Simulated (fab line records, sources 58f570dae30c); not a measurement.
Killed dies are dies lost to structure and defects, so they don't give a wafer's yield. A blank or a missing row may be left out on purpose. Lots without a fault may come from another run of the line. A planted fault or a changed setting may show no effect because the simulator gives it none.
Problem report in the 8D (eight disciplines) form, filled by code | flow berkeley_cmos170 | the parts of the form that need people (team, actions taken, sign-off) are left out

1. THE PROBLEM
NLDD_TW at UCB170_NLDD_TW_MEAS_11 reads a mean of 30 on 6 wafers of 2 lots; wafers without a fault read 2208 with a standard deviation of 17. That is -99 or more standard deviations from the usual mean.
First seen on wafer L857.1, day 9 08:04, on film_metro-03. The record holds 42 wafers of 14 lots with a number at this step. Rule for "out", or "out of limits": more than 4 standard deviations from the usual mean. The other wafers with a number count as sound.

2. WHAT IT IS AND WHAT IT IS NOT
question                    | is                           | is not
which readings at this step | NLDD_TW                      | -
which lots                  | L856, L857                   | L840, L841, L842, L843, L844, L847, L849, L854, L855, L861, L862, L863
which wafers of those lots  | all that have a number       | -
read on which gauges        | film_metro-03, film_metro-04 | film_metro-02
when                        | from day 9 08:04             | up to then (24 sound wafers); but 12 sound wafers of L855, L861, L862, L863 came after

3. SUSPECTS, AND WHAT RULES EACH OUT
Counting: a tool at a process step up to the reading stays a suspect if it ran every lot that is out and no sound lot after the first of them.
- the gauge at UCB170_NLDD_TW_MEAS_11: ruled out. The wafers that are out were read on 2 gauges (film_metro-03, film_metro-04).
- plasma_asher-01 at UCB170_PLDD_STRIP_10 (strips in O2): ruled out as a lasting fault. Sound lots L861 ran on it after its first lot that is out, L857 (day 9 05:31).
Left after counting: nothing in the record.

4. THE CAUSE (what the simulator had put in)
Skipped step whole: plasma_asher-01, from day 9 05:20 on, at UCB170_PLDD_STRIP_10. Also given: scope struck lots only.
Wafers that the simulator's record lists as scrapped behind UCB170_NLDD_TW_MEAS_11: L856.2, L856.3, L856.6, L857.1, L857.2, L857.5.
Counting ruled it out, wrongly: the rule takes a fault to strike every lot that its tool runs from its start on, and this one did not.

5. THE CHAIN OF EFFECTS, in route order
Each row: a reading whose mean over the struck wafers that have a number lies more than 3 standard deviations from the usual. Only readings for which the record gives a usual standard deviation are gone through. hours: the time from each lot's start at the first step in this table that gives one to its start at this step, as a median over the lots. sigmas: the change in usual standard deviations.
hours | step                   | reading                  | usual   | on struck wafers | change | sigmas
0     | UCB170_NLDD_STRIP_10   | strip_time_to_endpoint_s | 21.63 s | 47.82            | +26.19 | +99 or more
0     | UCB170_NLDD_TW_MEAS_11 | NLDD_TW                  | 2208    | 30               | -2178  | -99 or more
The process steps in it:
- UCB170_NLDD_STRIP_10: strips in O2.
Readings that are blank on the struck wafers while sound wafers have them: chamber_pressure_mTorr at UCB170_PLDD_STRIP_10; drypump_motor_current_A at UCB170_PLDD_STRIP_10; oes_product_au at UCB170_PLDD_STRIP_10; strip_time_to_endpoint_s at UCB170_PLDD_STRIP_10.

6. WHAT WOULD HAVE CAUGHT IT SOONER
In this record the first reading out of limits at a measuring or inspecting step was taken at day 9 08:04, 3 hours after the fault began at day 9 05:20.
At UCB170_PLDD_STRIP_10 the tool's readings are blank on the struck wafers, where sound wafers have them: an empty tool record is the first sign, and it was there at once.
